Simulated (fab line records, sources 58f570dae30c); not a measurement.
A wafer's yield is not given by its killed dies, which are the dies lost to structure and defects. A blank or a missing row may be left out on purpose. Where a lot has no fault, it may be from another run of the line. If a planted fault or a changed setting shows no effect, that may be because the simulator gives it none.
Which tool was responsible? | flow berkeleyCmos170 | 14 lots, 42 wafers sampled, at 4 steps of a route of 331

WHAT EACH GAUGE READ, for each wafer
UCB170_PWELL_OVL_MEAS_13.
lot  | measured    | on         | PWELL_OVL (nm)
L267 | day 3 04:42 | overlay-02 | -1 -6 5
L269 | day 3 13:43 | overlay-01 | 4 2 12
L271 | day 3 22:01 | overlay-01 | -13 -9 -4
L273 | day 4 16:11 | overlay-02 | 3 2 5
L274 | day 4 20:46 | overlay-01 | 2 7 12
L276 | day 5 01:45 | overlay-02 | 1 -1 -4
L277 | day 5 02:27 | overlay-02 | 2 3 9
L278 | day 5 13:38 | overlay-02 | -14 -14 -2
L279 | day 5 13:53 | overlay-01 | -1 8 1
L281 | day 6 05:52 | overlay-01 | -8 -5 -7
L284 | day 7 02:01 | overlay-02 | -12 -16 -10
L286 | day 7 10:53 | overlay-02 | -8 -7 -7
L287 | day 7 11:32 | overlay-01 | 6 -2 1
L289 | day 8 02:56 | overlay-02 | 2 0 0

UCB170_ACTIVE_THK_MEAS_03.
lot  | measured    | on           | ACTIVE_OXIDE_THK (nm)
L267 | day 3 21:09 | filmMetro-02 | 26.4 26.6 27.0
L269 | day 4 06:29 | filmMetro-02 | 26.2 26.6 27.0
L271 | day 4 14:01 | filmMetro-01 | 26.5 27.2 27.2
L273 | day 5 12:36 | filmMetro-02 | 26.6 26.4 26.4
L274 | day 5 20:44 | filmMetro-01 | 27.5 27.1 27.1
L276 | day 5 20:44 | filmMetro-04 | 26.8 26.3 26.6
L277 | day 5 20:42 | filmMetro-02 | 27.1 27.0 26.8
L278 | day 6 10:34 | filmMetro-02 | 26.5 26.6 25.9
L279 | day 6 10:34 | filmMetro-01 | 26.7 27.1 26.5
L281 | day 7 02:55 | filmMetro-02 | 26.1 25.9 26.2
L284 | day 8 05:26 | filmMetro-02 | 26.5 26.5 26.3
L289 | day 9 00:40 | filmMetro-04 | 25.9 25.6 25.7

EACH LOT AND THE TOOL THAT RAN IT (in order: tool; ch and the chambers of the sampled wafers; start)
lot  | UCB170_PWELL_ETCH_14             | UCB170_PWELL_STRIP_16
L267 | rieDiel-03 ch 1,3, day 3 04:44   | plasmaAsher-01 ch 0,1, day 3 04:59
L269 | rieDiel-01 ch 0,1,2, day 3 13:45 | plasmaAsher-01 ch 0,1, day 3 14:00
L271 | rieDiel-03 ch 0,1,3, day 3 22:02 | plasmaAsher-03 ch 0,1, day 3 22:19
L273 | rieDiel-03 ch 0,1,2, day 4 16:13 | plasmaAsher-03 ch 0,1, day 4 16:28
L274 | rieDiel-01 ch 0,1,2, day 4 20:48 | plasmaAsher-01 ch 0,1, day 4 21:03
L276 | rieDiel-04 ch 0,1,3, day 5 01:46 | plasmaAsher-02 ch 0,1, day 5 02:04
L277 | rieDiel-03 ch 0,1,3, day 5 02:29 | plasmaAsher-03 ch 0, day 5 02:44
L278 | rieDiel-01 ch 0,1,3, day 5 13:40 | plasmaAsher-03 ch 1, day 5 13:55
L279 | rieDiel-03 ch 0,3, day 5 13:55   | plasmaAsher-01 ch 0,1, day 5 14:10
L281 | rieDiel-03 ch 2,3, day 6 05:54   | plasmaAsher-03 ch 0, day 6 06:09
L284 | rieDiel-04 ch 1,2, day 7 02:03   | plasmaAsher-01 ch 0,1, day 7 02:18
L286 | rieDiel-03 ch 0,1,2, day 7 10:55 | plasmaAsher-03 ch 0,1, day 7 11:10
L287 | rieDiel-04 ch 1,2,3, day 7 11:34 | plasmaAsher-02 ch 0,1, day 7 11:49
L289 | rieDiel-01 ch 1,3, day 8 02:58   | plasmaAsher-01 ch 0,1, day 8 03:13
- UCB170_PWELL_ETCH_14: etches Si3N4 in CH3F/Ar/O2, stops on SiO2, target depth 242 nm, time 151 s.
- UCB170_PWELL_STRIP_16: strips in O2.

AS READ BY THE TOOLS THEMSELVES (means over the sampled wafers that have a number; for cases with no such wafer, the mark the record gives instead)
UCB170_PWELL_ETCH_14.
lot  | tool       | CH3F_flow_sccm (sccm) | O2_flow_sccm (sccm) | drypumpMotorCurrentA (A) | oesProductAu (a.u.) | throttleValvePct (%)
L267 | rieDiel-03 | 20.05                 | 7.010               | 5.5                      | 0.948               | 8.10
L269 | rieDiel-01 | 20.00                 | 6.998               | 6.0                      | 0.941               | 8.04
L271 | rieDiel-03 | 20.04                 | 7.024               | 5.8                      | 0.958               | 8.17
L273 | rieDiel-03 | 19.99                 | 7.030               | 6.1                      | 0.946               | 8.10
L274 | rieDiel-01 | 20.00                 | 7.013               | 6.0                      | 0.944               | 8.03
L276 | rieDiel-04 | 20.04                 | 6.997               | 5.8                      | 0.970               | 8.16
L277 | rieDiel-03 | 20.02                 | 7.001               | 5.8                      | 0.959               | 8.17
L278 | rieDiel-01 | 20.00                 | 7.025               | 5.7                      | 0.945               | 8.06
L279 | rieDiel-03 | 19.96                 | 6.987               | 6.1                      | 0.948               | 8.24
L281 | rieDiel-03 | 19.97                 | 7.023               | 6.1                      | 0.952               | 8.06
L284 | rieDiel-04 | 19.98                 | 7.012               | 6.1                      | 0.967               | 8.12
L286 | rieDiel-03 | -                     | -                   | -                        | -                   | -
L287 | rieDiel-04 | -                     | -                   | -                        | -                   | -
L289 | rieDiel-01 | 19.97                 | 7.012               | 5.5                      | 0.934               | 8.06

UCB170_PWELL_STRIP_16.
lot  | tool           | drypumpMotorCurrentA (A) | oesProductAu (a.u.) | stripTimeToEndpointS (s)
L267 | plasmaAsher-01 | 5.2                      | 0.720               | 18.26
L269 | plasmaAsher-01 | 5.2                      | 0.719               | 18.07
L271 | plasmaAsher-03 | 6.0                      | 0.721               | 18.07
L273 | plasmaAsher-03 | 5.5                      | 0.724               | 18.00
L274 | plasmaAsher-01 | 5.4                      | 0.721               | 18.04
L276 | plasmaAsher-02 | 6.0                      | 0.724               | 18.02
L277 | plasmaAsher-03 | 6.5                      | 0.724               | 18.02
L278 | plasmaAsher-03 | 5.0                      | 0.720               | 18.00
L279 | plasmaAsher-01 | 5.2                      | 0.722               | 18.11
L281 | plasmaAsher-03 | 6.5                      | 0.722               | 18.08
L284 | plasmaAsher-01 | 5.4                      | 0.725               | 18.07
L286 | plasmaAsher-03 | 6.0                      | 0.732               | 21.61
L287 | plasmaAsher-02 | 6.0                      | 0.736               | 21.68
L289 | plasmaAsher-01 | 5.4                      | 0.724               | 18.05

THE ANSWER, worked out from the rows above alone
Rule: usual is defined by the lots themselves. The widest of any qualifying gaps counts: lots, ordered by their means at a reading, are off when they make up no more than a third of the lots, leave a main group of 4 or more, and stand apart from it by 3 or more times the standard deviation of that group's means. If all means in a main group match to the digits the tables above print for the reading, that group is not used. A lot without any number at a reading at which 4 lots or more have one is off too. The other lots that the step has rows for count as sound. After the gauges, taken in route order, come the tools' own readings; for these a lot's mean is taken, as printed above. At the first step where some lot is off, the reading lying furthest off is the one used; lots without a number count as furthest.
Off: L286, L287, at UCB170_PWELL_ETCH_14 (CH3F_flow_sccm). Without a number there: L286, L287. The main group has a mean of 20.00 sccm with a standard deviation of 0.029.
A tool fits if, at that step or a process step before it, it ran every lot that is off, and no sound lot after the first of them. Not one of the candidates tried fits.

WHAT THE SIMULATOR HAD PUT IN
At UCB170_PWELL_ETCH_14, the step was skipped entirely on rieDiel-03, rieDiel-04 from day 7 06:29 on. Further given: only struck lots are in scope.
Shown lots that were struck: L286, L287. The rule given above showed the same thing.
